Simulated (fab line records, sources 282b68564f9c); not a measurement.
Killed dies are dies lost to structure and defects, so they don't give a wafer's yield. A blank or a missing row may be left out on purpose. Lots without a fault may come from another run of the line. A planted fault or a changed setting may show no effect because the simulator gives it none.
One fault seen from 2 desks | flow rit_cmos | each desk has only its own numbers; what lay behind them comes last

THE TOOL OWNER'S DESK: litho_track-01
The tool's own readings at RIT_ACTIVE_SOFTBAKE_07 (time 60 s): means of the sampled wafers that have a number, for each lot that ran on this tool. A lot is out of limits, marked OUT, if its mean lies more than 4 standard deviations from the usual mean; the brackets give that distance.
Columns: A = heater_power_total_W at RIT_ACTIVE_SOFTBAKE_07, usual 34.56 W; B = plate_temp_C at RIT_ACTIVE_SOFTBAKE_07, usual 90.02 C
lot  | first seen here | A               | B
L997 | day 2 01:40     | 34.56           | 90.00
L100 | day 2 14:53     | 34.52           | 89.89
L105 | day 3 15:53     | 35.56 (+21) OUT | 91.76 (+15) OUT
L106 | day 3 20:55     | 35.53 (+20) OUT | 91.84 (+15) OUT
This desk's finding: out of limits on L105, L106; first on L105, day 3 15:53 (heater_power_total_W at RIT_ACTIVE_SOFTBAKE_07). In limits: L997, L100.

THE METROLOGY DESK
What the gauges read, lot by lot, whatever tool the lot ran on: means of the sampled wafers that have a number. A lot is out of limits, marked OUT, if its mean lies more than 4 standard deviations from the usual mean; the brackets give that distance.
Columns: A = cd_nm at RIT_ACTIVE_CD_MEAS_90, usual 1400.4 nm; B = FIELD_OXIDE_LEFT_1_THK at RIT_FOX2_THK_MEAS_90, usual 321 nm; C = NRETRO_OVL at RIT_NRETRO_OVL_MEAS_06, usual 0.7 nm
lot  | first seen here | A      | B   | C
L995 | day 1 15:22     | 1400.5 | 310 | -1.1
L996 | day 1 20:01     | 1396.5 | 328 | 1.9
L997 | day 2 02:57     | 1401.1 | 319 | 1.0
L998 | day 2 06:51     | 1396.4 | 323 | -0.3
L999 | day 2 11:12     | 1400.9 | 318 | 0.5
L100 | day 2 16:01     | 1399.4 | 320 | 0.3
L105 | day 3 17:08     | 1399.9 | 318 | 0.2
L106 | day 3 22:02     | 1400.9 | 319 | 0.4
L109 | day 4 13:25     | 1400.3 | 324 | 1.4
L110 | day 4 18:08     | 1403.7 | 326 | 0.8
L112 | day 5 04:02     | 1400.9 | 326 | 2.8
L114 | day 5 14:08     | 1403.2 | 324 | 1.3
L116 | day 6 00:38     | 1400.4 | 329 | 1.3
L118 | day 6 10:14     | 1398.4 | 314 | 0.1
This desk's finding: nothing out of limits on any of the 14 lots.

PUT TOGETHER
The tool owner's desk could have raised an alarm at day 3 15:53, on L105, L106.
The metrology desk saw nothing out of limits.
The metrology desk has L105, L106 on record, within its limits.
Of the lots named, all ran RIT_ACTIVE_SOFTBAKE_07 on litho_track-01.

WHAT THE SIMULATOR HAD PUT IN
Process parameter drift: litho_track-01, from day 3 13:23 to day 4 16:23, at RIT_ACTIVE_SOFTBAKE_07. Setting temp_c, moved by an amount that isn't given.
Lots struck among those shown: L105, L106.
Hours from the fault's start to each desk's first reading out of limits: the tool owner's desk, 2.
